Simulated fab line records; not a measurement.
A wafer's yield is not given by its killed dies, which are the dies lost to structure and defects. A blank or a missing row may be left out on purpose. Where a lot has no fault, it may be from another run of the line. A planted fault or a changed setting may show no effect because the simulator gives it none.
Split-lot study	flow berkeley_cmos170	23 wafers read across 5 lots, on a route 331 steps long

ON THE SPLIT
At UCB170_PFIELD_COAT_01 (resist thk 900 nm), the setting spin_rpm was moved away from the recipe's 1500 rpm on 11 of the 23 wafers read, by -2.6% to +6.7%. All remaining wafers had this setting at the recipe value.

The reading comes from the split's own step.

THE READING
KrF_of_PFIELD_COAT_01.thk_nm (the simulator's own value, which no gauge read), in nm, at UCB170_PFIELD_COAT_01 (resist thk 900 nm). No usual value for it is given in the file. Here, 12 wafers ran the recipe; their average is 898.9 nm with a standard deviation of 1.8 nm.

wafer	tool, chamber at the split	spin_rpm as run, rpm	against the recipe	KrF_of_PFIELD_COAT_01.thk_nm, nm	against lot-mates on the recipe
L074.1	litho_track-01, 0	1500	recipe	897.5	-
L074.2	litho_track-01, 0	1500	recipe	901.2	-
L074.4	litho_track-01, 0	1461	-2.6%	911.3	+12.4
L074.5	litho_track-01, 0	1500	recipe	898	-
L074.6	litho_track-01, 0	1461	-2.6%	914.2	+15.3
L076.1	litho_track-02, 0	1601	+6.7%	869.3	-28.9
L076.3	litho_track-02, 0	1500	recipe	897	-
L076.4	litho_track-02, 0	1500	recipe	899.4	-
L076.5	litho_track-02, 0	1601	+6.7%	874.2	-24.0
L076.6	litho_track-02, 0	1601	+6.7%	870.8	-27.4
L082.1	litho_track-02, 0	1463	-2.5%	909.6	+11.7
L082.4	litho_track-02, 0	1463	-2.5%	909.6	+11.7
L082.2	litho_track-02, 0	1500	recipe	897	-
L082.5	litho_track-02, 0	1500	recipe	898.8	-
L082.6	litho_track-02, 0	1463	-2.5%	909.1	+11.2
L083.1	litho_track-01, 0	1500	recipe	899.1	-
L083.5	litho_track-01, 0	1500	recipe	900.8	-
L083.6	litho_track-01, 0	1500	recipe	902.8	-
L084.1	litho_track-02, 0	1559	+3.9%	883.6	-14.2
L084.2	litho_track-02, 0	1500	recipe	897.2	-
L084.3	litho_track-02, 0	1559	+3.9%	883.8	-14.0
L084.4	litho_track-02, 0	1500	recipe	898.4	-
L084.6	litho_track-02, 0	1559	+3.9%	879.9	-17.9

FIT RESULTS
A straight line over all 23 wafers: KrF_of_PFIELD_COAT_01.thk_nm changes by -4.24 nm for each +1% of spin_rpm; r = -0.99; the points scatter about the line by 1.9 nm.
The same after taking each lot's own level away (the mean of its wafers on the recipe; 23 wafers): -4.17 nm for each +1%; r = -0.99; scatter 1.8 nm.
According to that fit, moving spin_rpm by its largest amount changes the reading by 28 nm.
The span of the lots' own levels, 897.80 to 900.90 nm, comes to 1.8 times the standard deviation stated above.
So the lot-to-lot level changes the slope little: the two slopes agree.
Check: with one of the wafers moved furthest among these (+6.7%) left out of the fit, the line predicts -26.9 nm for it against its lot-mates. Against them it came out at -28.9 nm.

OTHER SPLITS ON THESE WAFERS
Note: prior to the reading, these wafers also went through further splits. Each is held against what the fit with the lots' levels taken away leaves over:
other split on the same wafers	wafers away from the commonest value	r with KrF_of_PFIELD_COAT_01.thk_nm (lot level and that fit taken away)
UCB170_START_OXIDATION_02 temp_c	10	+0.13
UCB170_PWELL_IMPLANT_15 energy_kev	9	+0.12
UCB170_WELLDRIVE_OXIDATION_01 ox_time_s	18	+0.09

THE WHOLE CHAIN: every reading that the file lists as answering this split, in the file's order
step	what it does	reading	change (the file's fit)	r (the file's)
UCB170_PFIELD_COAT_01	resist thk 900 nm	KrF_of_PFIELD_COAT_01.thk_nm (the simulator's own value, which no gauge read)	-4.15 nm for each +1% of the setting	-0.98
UCB170_PFIELD_STRIP_08	strips in O2	strip_time_to_endpoint_s	withheld for each +1% of the setting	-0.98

THE FILE'S OWN FIT
KrF_of_PFIELD_COAT_01.thk_nm changes by -4.15 nm for each +1% of spin_rpm, r = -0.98.
